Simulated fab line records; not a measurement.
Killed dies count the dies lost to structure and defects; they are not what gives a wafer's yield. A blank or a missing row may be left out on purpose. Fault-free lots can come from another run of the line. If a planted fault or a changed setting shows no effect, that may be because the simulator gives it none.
Split-lot study + flow rit cmos + 23 wafers read across 5 lots, on a route 202 steps long

ABOUT THE SPLIT
At RIT_M1_SPUTTER_00 (material Al, target thk 400 nm, time 500 s), the setting power w was moved away from the recipe's 2000 W on 7 of the 23 wafers read, by -9.9% to +4.4%. For the rest of the wafers, this setting stayed at what the recipe calls for.

FROM SPLIT TO READING: 1 step shown by the file between the two
- RIT_M1_RS_MEAS_01: measures by four-point-probe

THE READING
M1_AL_THK, in nm, at RIT_M1_THK_MEAS_02 (measures by xrf). Fault-free wafers of this fab line usually give 398 nm, standard deviation 4.4 nm.

| wafer  | tool, chamber at the split | power w as run, W | against the recipe | M1_AL_THK, nm | against lot-mates on the recipe |
|--------|----------------------------|-------------------|--------------------|---------------|---------------------------------|
| L076.1 | pvd sputter-01, -          | 2000              | recipe             | 391           | -                               |
| L076.2 | pvd sputter-01, -          | 2000              | recipe             | 394           | -                               |
| L076.6 | pvd sputter-01, -          | 2000              | recipe             | 393           | -                               |
| L077.2 | pvd sputter-02, -          | 1802              | -9.9%              | 361           | -44                             |
| L077.3 | pvd sputter-02, -          | 2000              | recipe             | 404           | -                               |
| L077.4 | pvd sputter-02, -          | 2000              | recipe             | 405           | -                               |
| L077.5 | pvd sputter-02, -          | 1802              | -9.9%              | 366           | -38                             |
| L077.6 | pvd sputter-02, -          | 1802              | -9.9%              | 363           | -42                             |
| L079.2 | pvd sputter-02, -          | 2000              | recipe             | 394           | -                               |
| L079.3 | pvd sputter-02, -          | 2000              | recipe             | 401           | -                               |
| L079.4 | pvd sputter-02, -          | 2000              | recipe             | 397           | -                               |
| L079.5 | pvd sputter-02, -          | 2000              | recipe             | 398           | -                               |
| L079.6 | pvd sputter-02, -          | 2000              | recipe             | 393           | -                               |
| L080.1 | pvd sputter-01, -          | 2073              | +3.6%              | 405           | +10                             |
| L080.2 | pvd sputter-01, -          | 2000              | recipe             | 395           | -                               |
| L080.4 | pvd sputter-01, -          | 2073              | +3.6%              | 414           | +19                             |
| L080.5 | pvd sputter-01, -          | 2000              | recipe             | 394           | -                               |
| L080.6 | pvd sputter-01, -          | 2000              | recipe             | 396           | -                               |
| L084.1 | pvd sputter-01, -          | 2000              | recipe             | 392           | -                               |
| L084.2 | pvd sputter-01, -          | 2000              | recipe             | 389           | -                               |
| L084.3 | pvd sputter-01, -          | 2089              | +4.4%              | 410           | +20                             |
| L084.4 | pvd sputter-01, -          | 2089              | +4.4%              | 404           | +14                             |
| L084.5 | pvd sputter-01, -          | 2000              | recipe             | 389           | -                               |

FIT RESULTS
A straight line over all 23 wafers: M1_AL_THK changes by +3.21 nm for each +1% of power w; r = +0.95; the points scatter about the line by 4.5 nm.
The same after taking each lot's own level away (the mean of its wafers on the recipe; 23 wafers): +4.1 nm for each +1%; r = +0.99; scatter 2.5 nm.
On that fit, the largest move of power w shifts the reading by 41 nm.
Measured against the standard deviation above, the lots' own levels, which go from 390.0 to 404.5 nm, span 3.3 times it.
Hence the slope depends on the lot-to-lot level, as the two fits are not the same.
Check: -39.7 nm against its lot-mates is what the line predicts for one of the wafers moved furthest among these (-9.9%) when that wafer is left out of the fit. Against them it came out at -43.5 nm.

OTHER SPLITS APPLIED TO THESE WAFERS
Other splits were also applied to these wafers ahead of the reading. Each is held against what the fit with the lots' levels taken away leaves over:
| other split on the same wafers        | wafers away from the commonest value | r with M1_AL_THK (lot level and that fit taken away) |
|---------------------------------------|--------------------------------------|------------------------------------------------------|
| RIT_PSD_HARDBAKE_07 temp c            | 7                                    | +0.19                                                |
| RIT_SILICIDE_SPUTTER_01 time s        | 8                                    | +0.04                                                |
| RIT_CONTACT_CVD_00 time s             | 12                                   | +0.07                                                |
| RIT_CONTACT_DEVELOP_07 develop time s | 2                                    | +0.15                                                |

THE WHOLE CHAIN: every reading that the file lists as answering this split, in the file's order
| step                 | what it does                                                          | reading                                                                     | change (the file's fit)               | r (the file's) |
|----------------------|-----------------------------------------------------------------------|-----------------------------------------------------------------------------|---------------------------------------|----------------|
| RIT_M1_SPUTTER_00    | material Al, target thk 400 nm, time 500 s                            | Al_of_M1_SPUTTER_00.thk nm (the simulator's own value, which no gauge read) | +4.01 nm for each +1% of the setting  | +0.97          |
| RIT_M1_RS_MEAS_01    | measures by four-point-probe                                          | M1_AL_RS                                                                    | -0.000805 for each +1% of the setting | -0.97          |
| RIT_M1_THK_MEAS_02   | measures by xrf                                                       | M1_AL_THK                                                                   | +4.08 for each +1% of the setting     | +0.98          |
| RIT_M1_METAL_ETCH_12 | etches Al in Cl2/BCl3, stops on SiO2, time 165 s, target depth 600 nm | etch.depth nm (the simulator's own value, which no gauge read)              | +3.97 nm for each +1% of the setting  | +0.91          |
| RIT_M1_METAL_ETCH_12 | etches Al in Cl2/BCl3, stops on SiO2, time 165 s, target depth 600 nm | M1.feature depth nm (the simulator's own value, which no gauge read)        | +4.06 nm for each +1% of the setting  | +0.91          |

THE FILE'S OWN FIT
M1_AL_THK changes by +4.08 nm for each +1% of power w, r = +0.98.
